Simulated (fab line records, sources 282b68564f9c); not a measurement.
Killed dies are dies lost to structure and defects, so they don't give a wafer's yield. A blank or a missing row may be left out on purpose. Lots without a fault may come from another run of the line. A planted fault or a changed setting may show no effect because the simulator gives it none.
A struck lot beside a sound one | flow rit_cmos | 21 steps out of a route of 202
Sound: wafers L494.2, L494.3, L494.5. Struck: wafers L499.1, L499.2, L499.5. The cause comes at the end.
At each step with rows: each side's tool, then ch and its chambers, then its first start. Under that, the readings that differ: sound wafers | struck wafers | difference of the means | sigmas: that difference in standard deviations of wafers without a fault.
alike: readings whose means differ by less than 2 such deviations, and words and numbers that are the same on both sides. not compared: withheld readings, readings that some wafer has no value for, bounds like >300 that may hide the same value, and numbers for which the record gives no deviation and whose values overlap.
The two part at a step that has a row with sigmas, a row that says differs or no value, or rows on one side only. Numbers that don't overlap but have no deviation are shown without sigmas and don't part them. A reading that every wafer of one side lacks parts them only if that side has two wafers or more.

RIT_ACTIVE_BOW_MEAS_00:
  sound on film_metro-03, day 2 06:01; struck on film_metro-01, day 3 07:00
  alike: INCOMING_BOW
then, 1 step without rows for these wafers: RIT_ACTIVE_OXIDATION_01 (target thk 46.8 nm, ox time 3360 s).
RIT_ACTIVE_THK_MEAS_02:
  sound on film_metro-01, day 2 08:04; struck on film_metro-04, day 3 09:25
  reading               | sound          | struck         | difference | sigmas
  ACTIVE_OXIDE_THK (nm) | 46.3 45.5 45.2 | 47.4 46.9 47.5 | +1.6       | +2
RIT_ACTIVE_CVD_03: deposits Si3N4 from SiH2Cl2/NH3, target thk 150 nm, time 1500 s.
  sound on lpcvd-01 ch 0, day 2 08:07; struck on lpcvd-01 ch 1, day 3 09:28
  alike: spike_tc_load_C, zone_power_centre_pct, zone_power_load_pct
RIT_ACTIVE_THK_MEAS_04:
  sound on film_metro-03, day 2 10:15; struck on film_metro-03, day 3 11:54
  reading                 | sound             | struck            | difference | sigmas
  ACTIVE_NITRIDE_THK (nm) | 153.5 152.1 153.1 | 131.7 132.7 132.5 | -20.6      | -16
  not compared: hold
then, 5 steps without rows for these wafers: RIT_ACTIVE_COAT_06 (resist thk 1000 nm); RIT_ACTIVE_SOFTBAKE_07 (time 60 s); RIT_ACTIVE_EXPOSE_08 (exposes mask M1, target cd 1400 nm); RIT_ACTIVE_PEB_09; RIT_ACTIVE_DEVELOP_10 (develop time 50 s).
RIT_ACTIVE_CD_MEAS_11: target cd 1400 nm.
  sound on cd_sem-01, day 2 11:17; struck on cd_sem-02, day 3 15:17
  alike: cd_nm
then, 1 step without rows for these wafers: RIT_ACTIVE_HARDBAKE_12 (time 60 s).
RIT_ACTIVE_ETCH_13: etches Si3N4 in SF6, stops on SiO2, time 210 s, target depth 210 nm.
  sound on rie_diel-03 ch 1,2, day 2 11:32; struck on rie_diel-01 ch 0,1,3, day 3 15:47
  reading               | sound             | struck            | difference | sigmas
  oes_product_au (a.u.) | 0.818 0.830 0.839 | 0.769 0.759 0.767 | -0.064     | -5
  alike: SF6_flow_sccm, drypump_motor_current_A, rf_fwd_power_W, throttle_valve_pct
  not compared: rf_hours_counter_h
RIT_ACTIVE_STRIP_14: strips in O2, time 180 s.
  sound on plasma_asher-02 ch 0, day 2 11:41; struck on plasma_asher-01 ch 0,1, day 3 16:09
  reading                     | sound       | struck      | difference | sigmas
  drypump_motor_current_A (A) | 6.5 6.5 6.5 | 4.9 5.3 4.9 | -1.5       | -3
  not compared: rf_hours_counter_h
RIT_ACTIVE_CD_MEAS_90: target cd 1400 nm.
  sound on cd_sem-01, day 2 11:52; struck on cd_sem-02, day 3 16:20
  alike: cd_nm
then, 3 steps without rows for these wafers: RIT_ACTIVE_CLEAN_15 (cleans in SC1, time 600 s); RIT_ACTIVE_CLEAN_16 (cleans in dHF, time 30 s); RIT_ACTIVE_CLEAN_17 (cleans in SC2, time 600 s).
RIT_FOX1_OXIDATION_00: target thk 350.7 nm, ox time 1130 s.
  sound on furnace-01 ch 0, day 2 14:27; struck on furnace-01 ch 0, day 3 17:08
  reading                                     | sound             | struck            | difference | sigmas
  model.SiO2_of_FOX1_OXIDATION_00.thk_nm (nm) | 352.3 352.4 355.9 | 348.1 347.9 345.6 | -6.3       |
  alike: spike_tc_load_C, tube_center_temp_C_max, zone_power_centre_pct, zone_power_load_pct
RIT_FOX1_THK_MEAS_01:
  sound on film_metro-02, day 2 15:46; struck on film_metro-01, day 3 18:26
  alike: FOX1_OXIDE_THK
RIT_M1_PROBE_99:
  the record has rows for the struck wafers here (prober-02, day 5 12:39) and none for the sound ones

WHERE THEY PART
First at RIT_ACTIVE_THK_MEAS_02; last, within this record, at RIT_M1_PROBE_99.

WHY: what the simulator had put in
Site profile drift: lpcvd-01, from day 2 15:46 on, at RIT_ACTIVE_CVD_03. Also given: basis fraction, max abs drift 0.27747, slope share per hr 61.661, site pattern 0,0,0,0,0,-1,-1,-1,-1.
